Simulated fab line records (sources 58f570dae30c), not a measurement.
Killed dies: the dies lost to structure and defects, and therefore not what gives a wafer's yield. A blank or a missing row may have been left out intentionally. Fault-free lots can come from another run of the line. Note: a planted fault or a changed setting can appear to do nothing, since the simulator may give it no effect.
Comparing a struck lot with a sound one | flow berkeleyCmos170 | 38 out of 331 route steps
Sound: the wafers L763.3, L763.4, L763.6. The struck wafers were L774.1, L774.2, L774.3. The cause comes at the end.
For every step that has rows: the tool of each side, followed by ch and its chambers, followed by its first start. Under that, the readings that differ: sound wafers | struck wafers | difference of the means | sigmas: that difference in standard deviations of wafers without a fault.
alike: readings with means less than 2 such deviations apart, plus words and numbers identical on both sides. not compared: withheld readings, readings lacking a value on some wafer, bounds such as >300 that could conceal the same value, and numbers that have no deviation in the record and whose values overlap.
Wherever a step has rows on one side only, a row that says differs or no value, or a row with sigmas, the two part there. Non-overlapping numbers with no deviation appear without sigmas and do not part them. A reading missing from all wafers of one side parts the sides only when that side holds two or more wafers.

UCB170_SPACER_CVD_00: deposits SiO2 from TEOS/O2, target thk 376 nm, time 47 s.
  sound on pecvd-03 ch 0,2, day 6 21:05; struck on pecvd-01 ch 0,1,2, day 8 22:00
  alike: heaterPowerW, susceptorTempC
  not compared: sinceWetCleanH
UCB170_SPACER_THK_MEAS_01:
  sound on filmMetro-03 at day 6 21:08; struck on filmMetro-04 at day 8 22:02
  alike: SPACER_TEOS_THK
then, 1 step without rows for these wafers: UCB170_SPACER_ANNEAL_02 (time 1800 s).
UCB170_SPACER_ETCHBACK_03: etches SiO2 in CHF3/CF4/Ar, stops on Si, target depth 376 nm, time 100 s.
  sound on rieDiel-03 ch 0,2, day 6 23:10; struck on rieDiel-03 ch 0,1,2, day 9 01:33
  alike: chamberPressureMTorr, drypumpMotorCurrentA, oesProductAu, throttleValvePct
  not compared: rfHoursCounterH
then, 6 steps without rows for these wafers: UCB170_PSD_HMDS_00 (prime time 60 s); UCB170_PSD_COAT_01 (resist thk 900 nm); UCB170_PSD_SOFTBAKE_02 (time 60 s); UCB170_PSD_EXPOSE_03 (exposes mask PSELECT MOD, target cd 1200 nm); UCB170_PSD_PEB_04; UCB170_PSD_DEVELOP_05 (develop time 45 s).
UCB170_PSD_CD_MEAS_06 targets a cd of 1200 nm.
  sound on cdSem-02 at day 7 01:28; struck on cdSem-01 at day 9 02:35
  alike: cdNm
UCB170_PSD_OVL_MEAS_07:
  sound on overlay-02 at day 7 01:33; struck on overlay-02 at day 9 02:43
  alike: PSD_OVL
UCB170_PSD_IMPLANT_08:
  sound on implanter-01 ch 0, day 7 01:38; struck on implanter-03 ch 0, day 9 03:04
  alike: beamOnS
UCB170_PSD_STRIP_09: strips in O2.
  sound on plasmaAsher-01 ch 0,1, day 7 01:46; struck on plasmaAsher-02 ch 0,1, day 9 03:13
reading                  | sound             | struck            | difference | sigmas
drypumpMotorCurrentA (A) | 5.9 6.3 6.3       | 5.1 5.9 5.1       | -0.8       | -2
oesProductAu (a.u.)      | 0.603 0.597 0.586 | 0.518 0.510 0.516 | -0.081     | -16
stripTimeToEndpointS (s) | 29.61 29.49 29.59 | 37.60 37.47 37.51 | +7.96      | +99 or more
  alike: chamberPressureMTorr
  not compared: rfHoursCounterH
UCB170_PSD_TW_MEAS_10:
  sound on filmMetro-04 at day 7 01:51; struck on filmMetro-04 at day 9 03:25
reading | sound          | struck         | difference | sigmas
PSD_TW  | 2346 2335 2352 | 2866 2855 2852 | +513       | +29
then, 7 steps without rows for these wafers: UCB170_PSD_CLEAN_11 (cleans in SPM, time 600 s); UCB170_NSD_HMDS_00 (prime time 60 s); UCB170_NSD_COAT_01 (resist thk 900 nm); UCB170_NSD_SOFTBAKE_02 (time 60 s); UCB170_NSD_EXPOSE_03 (exposes mask NSELECT MOD, target cd 1200 nm); UCB170_NSD_PEB_04; UCB170_NSD_DEVELOP_05 (develop time 45 s).
UCB170_NSD_CD_MEAS_06 targets a cd of 1200 nm.
  sound on cdSem-02 at day 7 03:31; struck on cdSem-01 at day 9 05:25
  alike: cdNm
UCB170_NSD_OVL_MEAS_07:
  sound on overlay-01 at day 7 03:36; struck on overlay-01 at day 9 05:32
  alike: NSD_OVL
after that, 1 step had no rows for these wafers: UCB170_NSD_IMPLANT_08.
UCB170_NSD_STRIP_09: strips in O2.
  sound on plasmaAsher-01 ch 0,1, day 7 03:49; struck on plasmaAsher-02 ch 0,1, day 9 05:44
  alike: chamberPressureMTorr, drypumpMotorCurrentA, oesProductAu, stripTimeToEndpointS
  not compared: rfHoursCounterH
UCB170_NSD_TW_MEAS_10:
  sound on filmMetro-03 at day 7 03:54; struck on filmMetro-03 at day 9 05:50
  alike: NSD_TW
then, 4 steps without rows for these wafers: UCB170_NSD_CLEAN_11 (cleans in SPM, time 600 s); UCB170_BACKSIDE_HMDS_00 (prime time 60 s); UCB170_BACKSIDE_COAT_01 (resist thk 900 nm); UCB170_BACKSIDE_SOFTBAKE_02 (time 60 s).
UCB170_BACKSIDE_STRIP_03: strips in O2.
  sound on plasmaAsher-03 ch 0,1, day 7 05:31; struck on plasmaAsher-03 ch 0,1, day 9 06:54
  alike: chamberPressureMTorr, drypumpMotorCurrentA, oesProductAu, stripTimeToEndpointS
  not compared: rfHoursCounterH
then, 1 step without rows for these wafers: UCB170_BACKSIDE_CLEAN_04 (cleans in SPM, time 600 s).
UCB170_SDANNEAL_RTA_00: time 10 s.
  sound on rtpAnneal-01 ch 0, day 7 05:47; struck on rtpAnneal-02 ch 0, day 9 07:11
reading          | sound          | struck         | difference | sigmas
lampPowerPct (%) | 24.4 24.3 24.4 | 22.6 22.6 22.6 | -1.8       | -2
  alike: annealTempCMax, wafer_temp_C_max
then, 1 step without rows for these wafers: UCB170_SDANNEAL_RTA_01 (time 5 s).
UCB170_SDANNEAL_RS_MEAS_02: measurement is done with a four-point probe.
  sound on filmMetro-04 at day 7 05:55; struck on filmMetro-03 at day 9 07:18
reading         | sound          | struck         | difference | sigmas
PSD_RS (ohm/sq) | 75.4 75.4 75.5 | 53.3 53.5 53.6 | -22.0      | -73
UCB170_SDANNEAL_RS_MEAS_03: measurement is done with a four-point probe.
  sound on filmMetro-04 at day 7 06:02; struck on filmMetro-03 at day 9 07:25
  alike: NSD_RS
UCB170_M3_PROBE_99:
  the record has rows for the struck wafers here (prober-01, day 10 09:12) and none for the sound ones

== WHERE THEY PART ==
First at UCB170_PSD_STRIP_09; last, within this record, at UCB170_M3_PROBE_99.

WHY: what had been put in by the simulator
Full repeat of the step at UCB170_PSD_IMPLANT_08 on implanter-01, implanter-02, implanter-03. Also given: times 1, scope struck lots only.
